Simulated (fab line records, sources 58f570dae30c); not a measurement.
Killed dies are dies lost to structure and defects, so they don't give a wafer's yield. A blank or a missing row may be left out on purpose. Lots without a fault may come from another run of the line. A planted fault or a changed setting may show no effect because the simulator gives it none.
A sampling plan put to the test | flow berkeley_cmos170 | one fab line, 31 faults that these records tell of, each judged on the records of the lots that it struck; 1 more is left out, because the records don't allow judging it
The plan is the line's own looks: the steps of the route at which a gauge or an inspection reads the wafer and doesn't change it. A look can be judged if struck wafers have a number there and the file gives its usual mean and standard deviation on fault-free wafers. Caught: at a look after the fault's first step, the mean of the struck wafers lies 4 or more of those standard deviations (sigma) from the usual mean. On the tool: the same test on the tool's own readings at the fault's steps. Another recipe on the struck wafers, or a record that is blank for them alone, also counts as caught.

THE FAULTS, as the simulator had put them in
1. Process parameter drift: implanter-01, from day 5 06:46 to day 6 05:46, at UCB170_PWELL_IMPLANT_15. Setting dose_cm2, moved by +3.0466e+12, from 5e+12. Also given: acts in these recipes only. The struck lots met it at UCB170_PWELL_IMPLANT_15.
2. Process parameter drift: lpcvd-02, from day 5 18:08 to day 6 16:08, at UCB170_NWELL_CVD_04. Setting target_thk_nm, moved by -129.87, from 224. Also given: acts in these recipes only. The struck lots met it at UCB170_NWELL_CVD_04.
3. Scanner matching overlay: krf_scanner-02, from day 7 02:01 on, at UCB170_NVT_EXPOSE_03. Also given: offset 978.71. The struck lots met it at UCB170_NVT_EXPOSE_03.
4. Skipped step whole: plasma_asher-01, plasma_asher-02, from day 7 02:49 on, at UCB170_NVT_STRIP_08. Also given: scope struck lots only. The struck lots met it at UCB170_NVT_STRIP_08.
5. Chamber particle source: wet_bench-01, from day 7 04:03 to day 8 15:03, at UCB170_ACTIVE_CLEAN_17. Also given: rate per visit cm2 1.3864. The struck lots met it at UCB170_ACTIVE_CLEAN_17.
6. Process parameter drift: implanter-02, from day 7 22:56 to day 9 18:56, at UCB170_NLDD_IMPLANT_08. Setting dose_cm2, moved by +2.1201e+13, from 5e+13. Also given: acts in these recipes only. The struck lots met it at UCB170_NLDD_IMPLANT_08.
7. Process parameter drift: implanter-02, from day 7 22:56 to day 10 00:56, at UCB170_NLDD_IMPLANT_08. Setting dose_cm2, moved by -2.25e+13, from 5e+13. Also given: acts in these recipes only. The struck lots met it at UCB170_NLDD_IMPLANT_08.
8. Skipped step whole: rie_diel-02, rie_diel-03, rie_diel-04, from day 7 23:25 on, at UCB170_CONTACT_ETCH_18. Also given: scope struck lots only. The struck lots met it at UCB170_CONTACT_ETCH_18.
9. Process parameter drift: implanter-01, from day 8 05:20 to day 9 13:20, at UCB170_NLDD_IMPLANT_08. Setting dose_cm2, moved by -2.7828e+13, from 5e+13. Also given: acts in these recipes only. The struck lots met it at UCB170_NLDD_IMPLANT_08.
10. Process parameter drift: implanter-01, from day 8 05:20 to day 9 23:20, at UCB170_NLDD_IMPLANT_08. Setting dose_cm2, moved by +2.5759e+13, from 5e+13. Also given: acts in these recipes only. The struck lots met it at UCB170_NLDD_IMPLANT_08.
11. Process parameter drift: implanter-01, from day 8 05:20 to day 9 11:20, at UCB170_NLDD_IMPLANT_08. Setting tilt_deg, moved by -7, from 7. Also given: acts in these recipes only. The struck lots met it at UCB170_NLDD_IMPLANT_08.
12. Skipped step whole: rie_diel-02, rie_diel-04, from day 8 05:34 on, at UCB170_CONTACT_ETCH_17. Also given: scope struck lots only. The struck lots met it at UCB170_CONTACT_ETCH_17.
13. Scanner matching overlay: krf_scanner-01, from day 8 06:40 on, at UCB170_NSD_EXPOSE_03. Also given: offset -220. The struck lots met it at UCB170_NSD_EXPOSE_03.
14. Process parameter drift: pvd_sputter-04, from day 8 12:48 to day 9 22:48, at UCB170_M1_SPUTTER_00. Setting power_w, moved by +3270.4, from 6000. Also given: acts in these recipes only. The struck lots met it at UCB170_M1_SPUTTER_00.
15. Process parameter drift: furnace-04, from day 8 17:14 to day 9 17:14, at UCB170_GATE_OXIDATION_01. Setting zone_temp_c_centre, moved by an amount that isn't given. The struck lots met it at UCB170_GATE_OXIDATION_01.
16. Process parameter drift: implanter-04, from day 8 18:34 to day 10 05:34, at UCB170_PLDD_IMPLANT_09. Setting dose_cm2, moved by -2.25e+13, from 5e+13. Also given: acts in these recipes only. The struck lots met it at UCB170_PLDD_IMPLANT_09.
17. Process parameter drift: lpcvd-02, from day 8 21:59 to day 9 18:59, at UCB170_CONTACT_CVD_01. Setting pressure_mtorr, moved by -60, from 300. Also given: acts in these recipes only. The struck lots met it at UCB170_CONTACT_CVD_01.
18. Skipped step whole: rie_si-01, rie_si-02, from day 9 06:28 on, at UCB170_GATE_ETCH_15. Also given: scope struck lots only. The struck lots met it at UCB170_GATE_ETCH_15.
19. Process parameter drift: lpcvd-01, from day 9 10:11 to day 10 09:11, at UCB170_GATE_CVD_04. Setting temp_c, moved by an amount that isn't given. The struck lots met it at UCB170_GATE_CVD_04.
20. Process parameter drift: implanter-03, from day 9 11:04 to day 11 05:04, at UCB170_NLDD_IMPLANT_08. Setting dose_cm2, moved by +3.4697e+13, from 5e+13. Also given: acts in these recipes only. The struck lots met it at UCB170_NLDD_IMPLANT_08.
21. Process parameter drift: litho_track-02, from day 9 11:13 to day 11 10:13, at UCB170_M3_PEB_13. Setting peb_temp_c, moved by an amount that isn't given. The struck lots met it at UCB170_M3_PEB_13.
22. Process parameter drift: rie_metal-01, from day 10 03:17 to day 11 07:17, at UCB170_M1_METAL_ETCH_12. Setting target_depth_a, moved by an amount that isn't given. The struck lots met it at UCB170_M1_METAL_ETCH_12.
23. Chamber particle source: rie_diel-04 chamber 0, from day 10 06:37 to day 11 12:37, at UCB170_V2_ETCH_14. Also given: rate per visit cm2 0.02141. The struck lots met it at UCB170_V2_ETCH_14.
24. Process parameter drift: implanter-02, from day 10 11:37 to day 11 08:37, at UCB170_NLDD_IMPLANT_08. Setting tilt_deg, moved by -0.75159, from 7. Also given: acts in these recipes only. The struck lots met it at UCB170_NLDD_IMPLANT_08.
25. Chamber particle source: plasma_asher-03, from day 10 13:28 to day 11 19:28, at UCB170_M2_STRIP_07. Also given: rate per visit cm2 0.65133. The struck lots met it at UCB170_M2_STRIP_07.
26. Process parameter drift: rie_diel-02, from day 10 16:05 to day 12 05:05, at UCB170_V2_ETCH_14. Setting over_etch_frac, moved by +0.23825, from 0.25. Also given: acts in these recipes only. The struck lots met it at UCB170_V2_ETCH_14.
27. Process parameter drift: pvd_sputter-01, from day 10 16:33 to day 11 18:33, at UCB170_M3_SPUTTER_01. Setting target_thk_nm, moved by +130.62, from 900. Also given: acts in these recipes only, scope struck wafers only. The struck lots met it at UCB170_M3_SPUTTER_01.
28. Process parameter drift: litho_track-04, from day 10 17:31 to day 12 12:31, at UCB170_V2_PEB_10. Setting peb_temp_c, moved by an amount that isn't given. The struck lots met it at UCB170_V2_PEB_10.
29. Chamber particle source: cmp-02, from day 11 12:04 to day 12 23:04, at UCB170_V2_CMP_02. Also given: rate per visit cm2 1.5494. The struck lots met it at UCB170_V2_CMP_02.
30. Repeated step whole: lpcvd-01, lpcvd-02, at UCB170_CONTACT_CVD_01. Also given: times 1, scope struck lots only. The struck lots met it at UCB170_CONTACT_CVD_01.
31. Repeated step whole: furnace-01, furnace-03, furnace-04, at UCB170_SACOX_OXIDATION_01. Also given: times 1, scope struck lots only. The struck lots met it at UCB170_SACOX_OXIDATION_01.

WHAT THE PLAN SAW
fault | on the tool itself                               | first look that catches it                      | reading, sigma                                         | median hours from its first step to that look | hours from the fault's start to the first struck lot there | judged looks passed uncaught
1     | dose_ions_cm2 +99 or beyond sigma                | UCB170_PWELL_TW_MEAS_17                         | PWELL_TW +8.9                                          | 0.2                                           | 4                                                          | 0
2     | no reading that can be judged                    | UCB170_NWELL_THK_MEAS_05                        | NWELL_NITRIDE_THK -57                                  | 1.9                                           | 9                                                          | 0
3     | no reading that can be judged                    | UCB170_NVT_OVL_MEAS_06                          | NVT_OVL +99 or beyond                                  | 0.6                                           | 1                                                          | 0
4     | the tool's record is blank for the struck wafers | UCB170_PVT_TW_MEAS_09                           | PVT_TW -52                                             | 2.9                                           | 3                                                          | 0
5     | no reading that can be judged                    | none of the 2 looks that can be judged after it | -                                                      | -                                             | -                                                          | 2
6     | dose_ions_cm2 +99 or beyond sigma                | UCB170_NLDD_TW_MEAS_11                          | NLDD_TW +8.3                                           | 0.4                                           | 1                                                          | 0
7     | dose_ions_cm2 -99 or beyond sigma                | UCB170_NLDD_TW_MEAS_11                          | NLDD_TW -12                                            | 0.4                                           | 1                                                          | 0
8     | the tool's record is blank for the struck wafers | no look after it can be judged                  | -                                                      | -                                             | -                                                          | 0
9     | dose_ions_cm2 -99 or beyond sigma                | UCB170_NLDD_TW_MEAS_11                          | NLDD_TW -14                                            | 0.4                                           | 7                                                          | 0
10    | dose_ions_cm2 +99 or beyond sigma                | UCB170_NLDD_TW_MEAS_11                          | NLDD_TW +11                                            | 0.4                                           | 7                                                          | 0
11    | tilt_deg -99 or beyond sigma                     | UCB170_NLDD_TW_MEAS_11                          | NLDD_TW -7.1                                           | 0.4                                           | 7                                                          | 0
12    | the tool's record is blank for the struck wafers | no look after it can be judged                  | -                                                      | -                                             | -                                                          | 0
13    | no reading that can be judged                    | UCB170_NSD_OVL_MEAS_07                          | NSD_OVL -41                                            | 1.0                                           | 2                                                          | 0
14    | cathode_dc_power_W +99 or beyond sigma           | UCB170_M1_RS_MEAS_01                            | M1_AL_RS -32                                           | 0.1                                           | 4                                                          | 0
15    | spike_tc_centre_C +20 sigma                      | UCB170_GATE_THK_MEAS_02                         | GATE_OXIDE_THK +6.2                                    | 1.5                                           | 5                                                          | 0
16    | dose_ions_cm2 -99 or beyond sigma                | UCB170_PLDD_TW_MEAS_11                          | PLDD_TW -12                                            | 0.2                                           | 9                                                          | 0
17    | pressure_mtorr -94 sigma                         | UCB170_CONTACT_THK_MEAS_02                      | CONTACT_PSG_THK -11                                    | 2.7                                           | 10                                                         | 0
18    | the tool's record is blank for the struck wafers | no look after it can be judged                  | -                                                      | -                                             | -                                                          | 0
19    | susceptor_temp_C -99 or beyond sigma             | UCB170_GATE_THK_MEAS_05                         | GATE_POLY_THK -51                                      | 1.4                                           | 17                                                         | 0
20    | dose_ions_cm2 +99 or beyond sigma                | UCB170_NLDD_TW_MEAS_11                          | NLDD_TW +13                                            | 0.4                                           | 1                                                          | 0
21    | heater_power_total_W -9.5 sigma                  | UCB170_M3_CD_MEAS_15                            | cd_nm +4.2                                             | 0.3                                           | 3                                                          | 0
22    | oes_product_au +4.2 sigma                        | no look after it can be judged                  | -                                                      | -                                             | -                                                          | 0
23    | under 2 sigma                                    | no look after it can be judged                  | -                                                      | -                                             | -                                                          | 0
24    | tilt_deg -38 sigma                               | not the one look that can be judged after it    | strongest: NLDD_RS at UCB170_SDANNEAL_RS_MEAS_05, -3.7 | -                                             | -                                                          | 1
25    | under 2 sigma                                    | not the one look that can be judged after it    | -                                                      | -                                             | -                                                          | 1
26    | oes_product_au -6.5 sigma                        | no look after it can be judged                  | -                                                      | -                                             | -                                                          | 0
27    | under 2 sigma                                    | UCB170_M3_RS_MEAS_02                            | M3_AL_RS -12                                           | 0.1                                           | 2                                                          | 0
28    | heater_power_total_W -15 sigma                   | UCB170_V2_CD_MEAS_12                            | cd_nm -5.1                                             | 0.3                                           | 0                                                          | 0
29    | under 2 sigma                                    | no look after it can be judged                  | -                                                      | -                                             | -                                                          | 0
30    | no reading that can be judged                    | UCB170_CONTACT_THK_MEAS_02                      | CONTACT_PSG_THK +99 or beyond                          | 5.4                                           | -                                                          | 0
31    | under 2 sigma                                    | UCB170_SACOX_THK_MEAS_02                        | SACOX_OXIDE_THK +37                                    | 5.2                                           | -                                                          | 0
A dash: the fault isn't caught, or these records don't give the number.

Caught at a look: 21 of 31. Caught on the tool: 21 of 31. By one or the other: 27 of 31.
Caught on the tool alone: faults 8, 12, 18, 22, 24, 26.
Caught at a look alone: faults 2, 3, 13, 27, 30, 31.
Caught by neither: faults 5, 23, 25, 29.

THINNER SAMPLING
If the look that catches a fault measured only every second or every third lot, by lot number, the first struck lot would be measured this late in the worst case:
fault | struck lots at that look, in order of time | every lot | every second lot | every third lot
1     | L686, L688                                 | 4 h       | may miss all 2   | may miss all 2
2     | L594, L595                                 | 9 h       | 16 h             | may miss all 2
3     | L621, L624, L625                           | 1 h       | 22 h             | may miss all 3
4     | L943, L942                                 | 3 h       | 3 h              | may miss all 2
6     | L211, L221                                 | 1 h       | may miss all 2   | may miss all 2
7     | L330, L340, L341                           | 1 h       | 37 h             | 37 h
9     | L142, L143                                 | 7 h       | 14 h             | may miss all 2
10    | L300, L301                                 | 7 h       | 14 h             | may miss all 2
11    | L283, L284                                 | 7 h       | 14 h             | may miss all 2
13    | L556, L553, L560, L562                     | 2 h       | 2 h              | may miss all 4
14    | L553, L552                                 | 4 h       | 9 h              | may miss all 2
15    | L294, L293                                 | 5 h       | 8 h              | may miss all 2
16    | L673, L676                                 | 9 h       | 16 h             | may miss all 2
17    | L313, L314                                 | 10 h      | 14 h             | may miss all 2
19    | L315, L316, L317                           | 17 h      | 22 h             | 22 h
20    | L207, L212                                 | 1 h       | 29 h             | may miss all 2
21    | L803, L800                                 | 3 h       | 4 h              | may miss all 2
27    | L441, L443                                 | 2 h       | may miss all 2   | may miss all 2
28    | L738, L743                                 | 0 h       | 27 h             | may miss all 2
Hours are from the fault's start to the first struck lot that is measured. The limit of 4 sigma was tested on all struck wafers together, so one lot alone may lie under it. Other struck lots may not be in these records.

THE LONGEST TIMED WAY FROM STEP TO LOOK
Fault 30: a median of 5.4 hours passes between UCB170_CONTACT_CVD_01 and UCB170_CONTACT_THK_MEAS_02. No look between them can be judged.
